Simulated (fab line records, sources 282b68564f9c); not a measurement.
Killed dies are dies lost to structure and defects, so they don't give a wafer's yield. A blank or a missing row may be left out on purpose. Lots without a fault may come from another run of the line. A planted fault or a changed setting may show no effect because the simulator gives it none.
Tool commonality check | flow rit_cmos | 13 lots, 39 wafers sampled

WHY IT WAS OPENED
At RIT_PLDD_TW_MEAS_10 the reading PLDD_TW is flagged on 1 of 13 lots. Wafers without a fault read 2334, standard deviation 37.
Rule: a lot is flagged when every wafer of it that has a number lies more than 4 standard deviations from that mean, or none has a number. The other lots count as sound.

lot  | measured    | on            | PLDD_TW, wafer by wafer | flag
L601 | day 2 20:47 | film_metro-04 | 2355 2362 2363          |
L602 | day 3 01:58 | film_metro-04 | 2353 2350 2357          |
L603 | day 3 06:11 | film_metro-04 | 2354 2364 2350          |
L606 | day 3 21:43 | film_metro-01 | 2276 2284 2279          |
L607 | day 4 02:07 | film_metro-04 | 2347 2354 2361          |
L608 | day 4 05:55 | film_metro-01 | 2270 2281 2276          |
L611 | day 4 21:25 | film_metro-02 | 30 30 30                | FLAGGED
L617 | day 6 02:35 | film_metro-02 | 2373 2359 2388          |
L618 | day 6 08:34 | film_metro-01 | 2293 2291 2300          |
L620 | day 6 19:01 | film_metro-04 | 2368 2356 2359          |
L621 | day 6 23:31 | film_metro-01 | 2289 2294 2295          |
L622 | day 7 04:58 | film_metro-01 | 2278 2285 2282          |
L624 | day 7 16:20 | film_metro-04 | 2348 2348 2348          |
The numbers of the flagged lots are 30 on average: -2304 against the usual, or -62 standard deviations.

WHICH TOOL RAN EACH LOT
The record holds 2 process steps before the reading, out of a route of 202 steps. In each cell: the tool, then ch and the chambers that the sampled wafers went through, then the start.
lot  | flag    | RIT_PWELL_STRIP_09                  | RIT_NLDD_STRIP_09
L601 |         | plasma_asher-01 ch 0,1, day 1 22:52 | plasma_asher-01 ch 0,1, day 2 19:03
L602 |         | plasma_asher-01 ch 0,1, day 2 05:25 | plasma_asher-02 ch 0,1, day 3 00:12
L603 |         | plasma_asher-03 ch 0,1, day 2 09:16 | plasma_asher-02 ch 0,1, day 3 04:35
L606 |         | plasma_asher-01 ch 0,1, day 3 00:25 | plasma_asher-01 ch 0,1, day 3 20:07
L607 |         | plasma_asher-01 ch 0,1, day 3 05:34 | plasma_asher-01 ch 0,1, day 4 00:23
L608 |         | plasma_asher-01 ch 0,1, day 3 09:46 | plasma_asher-01 ch 0,1, day 4 04:14
L611 | FLAGGED | plasma_asher-02 ch 0,1, day 4 00:20 | plasma_asher-02 ch 0,1, day 4 19:41
L617 |         | plasma_asher-01 ch 1, day 5 06:27   | plasma_asher-03 ch 0,1, day 6 00:46
L618 |         | plasma_asher-02 ch 1, day 5 11:10   | plasma_asher-03 ch 1, day 6 06:50
L620 |         | plasma_asher-01 ch 0,1, day 5 22:20 | plasma_asher-01 ch 0,1, day 6 17:26
L621 |         | plasma_asher-01 ch 0,1, day 6 03:26 | plasma_asher-02 ch 0,1, day 6 21:55
L622 |         | plasma_asher-01 ch 0,1, day 6 07:58 | plasma_asher-02 ch 0,1, day 7 03:14
L624 |         | plasma_asher-02 ch 0, day 6 18:49   | plasma_asher-01 ch 1, day 7 14:23
What these steps do:
- RIT_PWELL_STRIP_09: strips in O2, time 180 s.
- RIT_NLDD_STRIP_09: strips in O2, time 180 s.
- RIT_PLDD_TW_MEAS_10

FLAGGED OVER TOTAL, TOOL BY TOOL (the gauges that took the reading come last)
step                | tool            | lots run | flagged | share of the flagged lots | sound lots run after its first flagged lot
RIT_PWELL_STRIP_09  | plasma_asher-01 | 9        | 0       | none                      | -
RIT_PWELL_STRIP_09  | plasma_asher-02 | 3        | 1       | all                       | 2 (L618,L624)
RIT_PWELL_STRIP_09  | plasma_asher-03 | 1        | 0       | none                      | -
RIT_NLDD_STRIP_09   | plasma_asher-01 | 6        | 0       | none                      | -
RIT_NLDD_STRIP_09   | plasma_asher-02 | 5        | 1       | all                       | 2 (L621,L622)
RIT_NLDD_STRIP_09   | plasma_asher-03 | 2        | 0       | none                      | -
RIT_PLDD_TW_MEAS_10 | film_metro-01   | 5        | 0       | none                      | -
RIT_PLDD_TW_MEAS_10 | film_metro-02   | 2        | 1       | all                       | 1 (L617)
RIT_PLDD_TW_MEAS_10 | film_metro-04   | 6        | 0       | none                      | -

WHAT THE TABLE ALLOWS
3 rows of the table ran every flagged lot: plasma_asher-02 at RIT_PWELL_STRIP_09, plasma_asher-02 at RIT_NLDD_STRIP_09, film_metro-02 at RIT_PLDD_TW_MEAS_10.
- plasma_asher-02 at RIT_PWELL_STRIP_09: 1 of its 3 lots flagged. Sound lots ran on it after the first flagged one (L618, L624), which a lasting fault on the whole tool wouldn't allow.
- plasma_asher-02 at RIT_NLDD_STRIP_09: 1 of its 5 lots flagged. Sound lots ran on it after the first flagged one (L621, L622), which a lasting fault on the whole tool wouldn't allow. Its own readings lie more than 4 standard deviations out on every wafer of the flagged lots: run_length_s.
- film_metro-02 at RIT_PLDD_TW_MEAS_10: 1 of its 2 lots flagged. Sound lots ran on it after the first flagged one (L617), which a lasting fault on the whole tool wouldn't allow.
No row of the table ran every flagged lot and no sound lot after the first.

WHAT THE SIMULATOR HAD PUT IN
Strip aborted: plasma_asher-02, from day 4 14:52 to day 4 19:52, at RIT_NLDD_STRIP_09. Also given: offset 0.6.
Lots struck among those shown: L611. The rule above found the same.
